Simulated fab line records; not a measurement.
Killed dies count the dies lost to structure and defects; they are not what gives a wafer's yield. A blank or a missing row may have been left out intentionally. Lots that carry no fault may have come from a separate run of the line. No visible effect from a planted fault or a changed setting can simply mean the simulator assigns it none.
Comparing a struck lot with a sound one	flow ritCmos	15 out of 202 route steps
Sound: the wafers L781.4, L781.5, L781.6. Struck: wafer L789.6. (L789.2, L789.3 of the same lot were not struck and are left out.) The cause comes at the end.
Each step with rows lists, per side, the tool, then ch with its chambers, then its first start. Under that, the readings that differ: sound wafers	struck wafers	difference of the means	sigmas: that difference in standard deviations of wafers without a fault.
alike: readings with means less than 2 such deviations apart, plus words and numbers identical on both sides. not compared: withheld readings, readings lacking a value on some wafer, bounds such as >300 that could conceal the same value, and numbers that have no deviation in the record and whose values overlap.
Wherever a step has rows on one side only, a row that says differs or no value, or a row with sigmas, the two part there. When numbers do not overlap yet have no deviation, they are printed without sigmas and do not part them. A reading missing from all wafers of one side parts the sides only when that side holds two or more wafers.

RIT_SILICIDE_RTA_06: time 10 s, ramp up 5 s, ramp down 10 s.
  sound on rtpAnneal-01 ch 0, day 5 00:55; struck on rtpAnneal-01 ch 0, day 6 11:46
  alike: wafer_temp_C_max
RIT_CONTACT_CVD_00: deposits SiO2 from TEOS, target thk 400 nm, time 61 s.
  sound on pecvd-02 ch 0,1,2, day 5 00:58; struck on pecvd-03 ch 2, day 6 11:50
reading	sound	struck	difference	sigmas
heaterPowerW (W)	284 357 265	399	+97	+2
RIT_CONTACT_THK_MEAS_01:
  sound on filmMetro-04, day 5 01:02; struck on filmMetro-03, day 6 11:53
  alike: CONTACT_TEOS_THK
then, 6 steps without rows for these wafers: RIT_CONTACT_HMDS_02 (prime time 60 s); RIT_CONTACT_COAT_03 (resist thk 1000 nm); RIT_CONTACT_SOFTBAKE_04 (time 60 s); RIT_CONTACT_EXPOSE_05 (exposes mask M11, target cd 1000 nm); RIT_CONTACT_PEB_06; RIT_CONTACT_DEVELOP_07 (develop time 120 s).
RIT_CONTACT_CD_MEAS_08: the cd target is 1000 nm.
  sound on cdSem-02, day 5 02:14; struck on cdSem-01, day 6 13:03
  alike: cdNm
RIT_CONTACT_OVL_MEAS_09:
  sound on overlay-02, day 5 02:19; struck on overlay-01, day 6 13:10
  alike: CONTACT_OVL
then, 1 step without rows for these wafers: RIT_CONTACT_HARDBAKE_10 (time 60 s).
RIT_CONTACT_ETCH_11: etches SiO2 in CHF3/CF4/Ar, stops on TiSi2, target depth 480 nm, time 320 s.
  sound on rieDiel-03 ch 0,1,3, day 5 02:29; struck on rieDiel-03 ch 0, day 6 13:20
reading	sound	struck	difference	sigmas
rfFwdPowerW (W)	199.8 199.7 199.6	119.9	-79.8	-99 or more
model.etch.depthNm (nm)	394.3 400.3 395.1	368.5	-28.1	
model.CONTACT.featureDepthNm (nm)	394.3 400.3 395.1	368.5	-28.1	
model.NOVOLAK_of_CONTACT_COAT_03.thkNm (nm)	760.2 763.1 763	794	+32	
  alike: drypumpMotorCurrentA, oesProductAu, throttleValvePct
  not compared: rfHoursCounterH
RIT_CONTACT_STRIP_12: strips in O2, time 180 s.
  sound on plasmaAsher-02 ch 0,1, day 5 02:44; struck on plasmaAsher-04 ch 0, day 6 13:32
  alike: drypumpMotorCurrentA
  not compared: rfHoursCounterH
RIT_M1_PROBE_99:
  sound on prober-01, day 6 07:27; struck on prober-01, day 6 18:34
reading	sound	struck	difference	sigmas
killedAtContacts	0 0 0	257	+257	+99 or more
killedDies	7 5 6	264	+258	+96
killedOnRim	1 1 3	70	+68	+57
  alike: killedAtFrontEnd, killedOpen, killedShort

WHERE THEY PART
First at RIT_CONTACT_CVD_00; last, within this record, at RIT_M1_PROBE_99.

WHY: whatever the simulator had introduced
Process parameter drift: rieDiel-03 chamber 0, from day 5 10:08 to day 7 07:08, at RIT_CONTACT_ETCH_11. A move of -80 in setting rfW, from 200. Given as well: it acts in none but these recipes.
